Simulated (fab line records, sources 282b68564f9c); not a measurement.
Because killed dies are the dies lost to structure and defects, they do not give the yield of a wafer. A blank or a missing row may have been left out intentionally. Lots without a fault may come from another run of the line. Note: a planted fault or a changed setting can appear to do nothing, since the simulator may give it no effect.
Split-lot study / flow rit-cmos / route with 202 steps; 5 lots, 23 wafers read

ABOUT THE SPLIT
At RIT_M1_COAT_04 (resist thk 1300 nm), the setting resist-thk-nm was moved away from the recipe's 1300 nm on 6 of the 23 wafers read, by +1.8% to +4.3%. This setting was run at the recipe's value on the other wafers.

The split's own step is where the reading is taken.

THE READING
NOVOLAK_of_M1_COAT_04.thk-nm (the simulator's own value, which no gauge read), in nm, at RIT_M1_COAT_04 (resist thk 1300 nm). There is no usual value for it anywhere in the file. The 17 wafers here that ran the recipe average 1303 nm, standard deviation 3 nm.

wafer=L074.1; tool, chamber at the split=litho-track-04, 0; resist-thk-nm as run, nm=1324; against the recipe=+1.8%; NOVOLAK_of_M1_COAT_04.thk-nm, nm=1331; against lot-mates on the recipe=+25
wafer=L074.2; tool, chamber at the split=litho-track-04, 0; resist-thk-nm as run, nm=1300; against the recipe=recipe; NOVOLAK_of_M1_COAT_04.thk-nm, nm=1306; against lot-mates on the recipe=-
wafer=L074.3; tool, chamber at the split=litho-track-04, 0; resist-thk-nm as run, nm=1300; against the recipe=recipe; NOVOLAK_of_M1_COAT_04.thk-nm, nm=1304; against lot-mates on the recipe=-
wafer=L074.4; tool, chamber at the split=litho-track-04, 0; resist-thk-nm as run, nm=1300; against the recipe=recipe; NOVOLAK_of_M1_COAT_04.thk-nm, nm=1309; against lot-mates on the recipe=-
wafer=L074.6; tool, chamber at the split=litho-track-04, 0; resist-thk-nm as run, nm=1324; against the recipe=+1.8%; NOVOLAK_of_M1_COAT_04.thk-nm, nm=1329; against lot-mates on the recipe=+23
wafer=L076.1; tool, chamber at the split=litho-track-03, 0; resist-thk-nm as run, nm=1300; against the recipe=recipe; NOVOLAK_of_M1_COAT_04.thk-nm, nm=1301; against lot-mates on the recipe=-
wafer=L076.4; tool, chamber at the split=litho-track-03, 0; resist-thk-nm as run, nm=1300; against the recipe=recipe; NOVOLAK_of_M1_COAT_04.thk-nm, nm=1301; against lot-mates on the recipe=-
wafer=L076.3; tool, chamber at the split=litho-track-03, 0; resist-thk-nm as run, nm=1356; against the recipe=+4.3%; NOVOLAK_of_M1_COAT_04.thk-nm, nm=1355; against lot-mates on the recipe=+54
wafer=L076.5; tool, chamber at the split=litho-track-03, 0; resist-thk-nm as run, nm=1356; against the recipe=+4.3%; NOVOLAK_of_M1_COAT_04.thk-nm, nm=1352; against lot-mates on the recipe=+51
wafer=L076.6; tool, chamber at the split=litho-track-03, 0; resist-thk-nm as run, nm=1300; against the recipe=recipe; NOVOLAK_of_M1_COAT_04.thk-nm, nm=1300; against lot-mates on the recipe=-
wafer=L077.1; tool, chamber at the split=litho-track-03, 0; resist-thk-nm as run, nm=1300; against the recipe=recipe; NOVOLAK_of_M1_COAT_04.thk-nm, nm=1299; against lot-mates on the recipe=-
wafer=L077.6; tool, chamber at the split=litho-track-03, 0; resist-thk-nm as run, nm=1300; against the recipe=recipe; NOVOLAK_of_M1_COAT_04.thk-nm, nm=1299; against lot-mates on the recipe=-
wafer=L077.2; tool, chamber at the split=litho-track-03, 0; resist-thk-nm as run, nm=1356; against the recipe=+4.3%; NOVOLAK_of_M1_COAT_04.thk-nm, nm=1356; against lot-mates on the recipe=+56
wafer=L077.3; tool, chamber at the split=litho-track-03, 0; resist-thk-nm as run, nm=1300; against the recipe=recipe; NOVOLAK_of_M1_COAT_04.thk-nm, nm=1303; against lot-mates on the recipe=-
wafer=L077.4; tool, chamber at the split=litho-track-03, 0; resist-thk-nm as run, nm=1356; against the recipe=+4.3%; NOVOLAK_of_M1_COAT_04.thk-nm, nm=1353; against lot-mates on the recipe=+53
wafer=L080.3; tool, chamber at the split=litho-track-02, 0; resist-thk-nm as run, nm=1300; against the recipe=recipe; NOVOLAK_of_M1_COAT_04.thk-nm, nm=1305; against lot-mates on the recipe=-
wafer=L080.5; tool, chamber at the split=litho-track-02, 0; resist-thk-nm as run, nm=1300; against the recipe=recipe; NOVOLAK_of_M1_COAT_04.thk-nm, nm=1300; against lot-mates on the recipe=-
wafer=L080.6; tool, chamber at the split=litho-track-02, 0; resist-thk-nm as run, nm=1300; against the recipe=recipe; NOVOLAK_of_M1_COAT_04.thk-nm, nm=1307; against lot-mates on the recipe=-
wafer=L082.1; tool, chamber at the split=litho-track-04, 0; resist-thk-nm as run, nm=1300; against the recipe=recipe; NOVOLAK_of_M1_COAT_04.thk-nm, nm=1301; against lot-mates on the recipe=-
wafer=L082.4; tool, chamber at the split=litho-track-04, 0; resist-thk-nm as run, nm=1300; against the recipe=recipe; NOVOLAK_of_M1_COAT_04.thk-nm, nm=1301; against lot-mates on the recipe=-
wafer=L082.3; tool, chamber at the split=litho-track-04, 0; resist-thk-nm as run, nm=1300; against the recipe=recipe; NOVOLAK_of_M1_COAT_04.thk-nm, nm=1307; against lot-mates on the recipe=-
wafer=L082.5; tool, chamber at the split=litho-track-04, 0; resist-thk-nm as run, nm=1300; against the recipe=recipe; NOVOLAK_of_M1_COAT_04.thk-nm, nm=1305; against lot-mates on the recipe=-
wafer=L082.6; tool, chamber at the split=litho-track-04, 0; resist-thk-nm as run, nm=1300; against the recipe=recipe; NOVOLAK_of_M1_COAT_04.thk-nm, nm=1302; against lot-mates on the recipe=-

THE FIT
A straight line over all 23 wafers: NOVOLAK_of_M1_COAT_04.thk-nm changes by +12 nm for each +1% of resist-thk-nm; r = +0.99; the points scatter about the line by 3.2 nm.
The same after taking each lot's own level away (the mean of its wafers on the recipe; 23 wafers): +12.4 nm for each +1%; r = +1.00; scatter 2.1 nm.
On that fit, the largest move of resist-thk-nm shifts the reading by 54 nm.
The span of the lots' own levels, 1300.3 to 1306.3 nm, comes to 2.0 times the standard deviation stated above.
Consequently the slope shifts little with the lot-to-lot level, the two slopes agreeing.
Check: with one of the wafers moved furthest among these (+4.3%) left out of the fit, the line predicts +53.4 nm for it against its lot-mates. Against them it came out at +54.3 nm.

OTHER SPLITS ON THESE WAFERS
These wafers also went through other splits before the reading. Each is held against what the fit with the lots' levels taken away leaves over:
other split on the same wafers=RIT_CONTACT_DEVELOP_07 develop-time-s; wafers away from the commonest value=6; r with NOVOLAK_of_M1_COAT_04.thk-nm (lot level and that fit taken away)=-0.06

THE FILE'S OWN FIT
NOVOLAK_of_M1_COAT_04.thk-nm changes by +12.4 nm for each +1% of resist-thk-nm, r = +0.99.
